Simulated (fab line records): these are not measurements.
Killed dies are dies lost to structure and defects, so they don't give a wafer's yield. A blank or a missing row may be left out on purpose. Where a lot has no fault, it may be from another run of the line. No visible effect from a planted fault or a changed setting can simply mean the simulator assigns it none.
Split-lot trial / flow berkeley-cmos170 / route with 331 steps; 5 lots, 23 wafers read

ABOUT THE SPLIT
At UCB170_NLDD_IMPLANT_09, the setting energy-kev was moved away from the recipe's 30 on 11 of the 23 wafers read, by -5.5% to +4.0%. The other wafers ran this setting at the recipe's value.

The reading is taken at the split's own step.

THE READING
implant.drp-nm (the simulator's own value, which no gauge read), in nm, at UCB170_NLDD_IMPLANT_09. The file gives no usual value for it.

wafer=L077.1; tool, chamber at the split=implanter-01, 0; energy-kev as run=30.99; against the recipe=+3.3%; implant.drp-nm, nm=9.842; against lot-mates on the recipe=+0.231
wafer=L077.2; tool, chamber at the split=implanter-01, 0; energy-kev as run=30.99; against the recipe=+3.3%; implant.drp-nm, nm=9.842; against lot-mates on the recipe=+0.231
wafer=L077.6; tool, chamber at the split=implanter-01, 0; energy-kev as run=30.99; against the recipe=+3.3%; implant.drp-nm, nm=9.842; against lot-mates on the recipe=+0.231
wafer=L077.3; tool, chamber at the split=implanter-01, 0; energy-kev as run=30; against the recipe=recipe; implant.drp-nm, nm=9.611; against lot-mates on the recipe=-
wafer=L077.4; tool, chamber at the split=implanter-01, 0; energy-kev as run=30; against the recipe=recipe; implant.drp-nm, nm=9.611; against lot-mates on the recipe=-
wafer=L075.1; tool, chamber at the split=implanter-04, 0; energy-kev as run=30; against the recipe=recipe; implant.drp-nm, nm=9.611; against lot-mates on the recipe=-
wafer=L075.5; tool, chamber at the split=implanter-04, 0; energy-kev as run=30; against the recipe=recipe; implant.drp-nm, nm=9.611; against lot-mates on the recipe=-
wafer=L075.2; tool, chamber at the split=implanter-04, 0; energy-kev as run=31.21; against the recipe=+4.0%; implant.drp-nm, nm=9.894; against lot-mates on the recipe=+0.283
wafer=L075.3; tool, chamber at the split=implanter-04, 0; energy-kev as run=31.21; against the recipe=+4.0%; implant.drp-nm, nm=9.894; against lot-mates on the recipe=+0.283
wafer=L075.6; tool, chamber at the split=implanter-04, 0; energy-kev as run=31.21; against the recipe=+4.0%; implant.drp-nm, nm=9.894; against lot-mates on the recipe=+0.283
wafer=L079.1; tool, chamber at the split=implanter-02, 0; energy-kev as run=30; against the recipe=recipe; implant.drp-nm, nm=9.611; against lot-mates on the recipe=-
wafer=L079.2; tool, chamber at the split=implanter-02, 0; energy-kev as run=30; against the recipe=recipe; implant.drp-nm, nm=9.611; against lot-mates on the recipe=-
wafer=L079.5; tool, chamber at the split=implanter-02, 0; energy-kev as run=30; against the recipe=recipe; implant.drp-nm, nm=9.611; against lot-mates on the recipe=-
wafer=L085.1; tool, chamber at the split=implanter-04, 0; energy-kev as run=30; against the recipe=recipe; implant.drp-nm, nm=9.611; against lot-mates on the recipe=-
wafer=L085.4; tool, chamber at the split=implanter-04, 0; energy-kev as run=30; against the recipe=recipe; implant.drp-nm, nm=9.611; against lot-mates on the recipe=-
wafer=L085.2; tool, chamber at the split=implanter-04, 0; energy-kev as run=28.36; against the recipe=-5.5%; implant.drp-nm, nm=9.227; against lot-mates on the recipe=-0.384
wafer=L085.3; tool, chamber at the split=implanter-04, 0; energy-kev as run=28.36; against the recipe=-5.5%; implant.drp-nm, nm=9.227; against lot-mates on the recipe=-0.384
wafer=L085.6; tool, chamber at the split=implanter-04, 0; energy-kev as run=28.36; against the recipe=-5.5%; implant.drp-nm, nm=9.227; against lot-mates on the recipe=-0.384
wafer=L084.1; tool, chamber at the split=implanter-02, 0; energy-kev as run=30; against the recipe=recipe; implant.drp-nm, nm=9.611; against lot-mates on the recipe=-
wafer=L084.2; tool, chamber at the split=implanter-02, 0; energy-kev as run=30; against the recipe=recipe; implant.drp-nm, nm=9.611; against lot-mates on the recipe=-
wafer=L084.3; tool, chamber at the split=implanter-02, 0; energy-kev as run=30; against the recipe=recipe; implant.drp-nm, nm=9.611; against lot-mates on the recipe=-
wafer=L084.5; tool, chamber at the split=implanter-02, 0; energy-kev as run=30.62; against the recipe=+2.1%; implant.drp-nm, nm=9.755; against lot-mates on the recipe=+0.144
wafer=L084.6; tool, chamber at the split=implanter-02, 0; energy-kev as run=30.62; against the recipe=+2.1%; implant.drp-nm, nm=9.755; against lot-mates on the recipe=+0.144

FIT RESULTS
A straight line over all 23 wafers: implant.drp-nm changes by +0.0702 nm for each +1% of energy-kev; r = +1.00; the points scatter about the line by 0.00034 nm.
The same after taking each lot's own level away (the mean of its wafers on the recipe; 23 wafers): +0.0702 nm for each +1%; r = +1.00; scatter 0.00034 nm.
The reading moves by 0.38 nm for the largest change in energy-kev, on that fit.
The lots' own levels span 9.6110 to 9.6110 nm.
Consequently the slope shifts little with the lot-to-lot level, the two slopes agreeing.
Check: -0.384 nm against its lot-mates is what the line predicts for one of the wafers moved furthest among these (-5.5%) when that wafer is left out of the fit. Against them it came out at -0.384 nm.

OTHER SPLITS ON THESE WAFERS
Other splits were also applied to these wafers ahead of the reading. Each is held against what the fit with the lots' levels taken away leaves over:
other split on the same wafers=UCB170_START_OXIDATION_02 temp-c; wafers away from the commonest value=5; r with implant.drp-nm (lot level and that fit taken away)=-0.36
other split on the same wafers=UCB170_ZERO_COAT_01 spin-rpm; wafers away from the commonest value=8; r with implant.drp-nm (lot level and that fit taken away)=+0.24
other split on the same wafers=UCB170_NWELL_IMPLANT_14 energy-kev; wafers away from the commonest value=8; r with implant.drp-nm (lot level and that fit taken away)=-0.20
other split on the same wafers=UCB170_PWELL_CVD_05 pressure-mtorr; wafers away from the commonest value=15; r with implant.drp-nm (lot level and that fit taken away)=+0.45
other split on the same wafers=UCB170_ACTIVE_COAT_08 resist-thk-nm; wafers away from the commonest value=9; r with implant.drp-nm (lot level and that fit taken away)=-0.10
other split on the same wafers=UCB170_ACTIVE_EXPOSE_10 dose-mj; wafers away from the commonest value=12; r with implant.drp-nm (lot level and that fit taken away)=+0.28
other split on the same wafers=UCB170_PFIELD_IMPLANT_07 dose-cm2; wafers away from the commonest value=12; r with implant.drp-nm (lot level and that fit taken away)=-0.01
other split on the same wafers=UCB170_GATE_CVD_04 sih4-flow-sccm; wafers away from the commonest value=15; r with implant.drp-nm (lot level and that fit taken away)=-0.47

THE WHOLE CHAIN: every reading that the file lists as answering this split, in the file's order
step=UCB170_NLDD_IMPLANT_09; what it does=; reading=implant.rp-nm (the simulator's own value, which no gauge read); change (the file's fit)=+0.163 nm for each +1% of the setting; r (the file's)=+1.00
step=UCB170_NLDD_IMPLANT_09; what it does=; reading=implant.drp-nm (the simulator's own value, which no gauge read); change (the file's fit)=+0.0702 nm for each +1% of the setting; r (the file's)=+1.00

THE FILE'S OWN FIT
implant.drp-nm changes by +0.0702 nm for each +1% of energy-kev, r = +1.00.
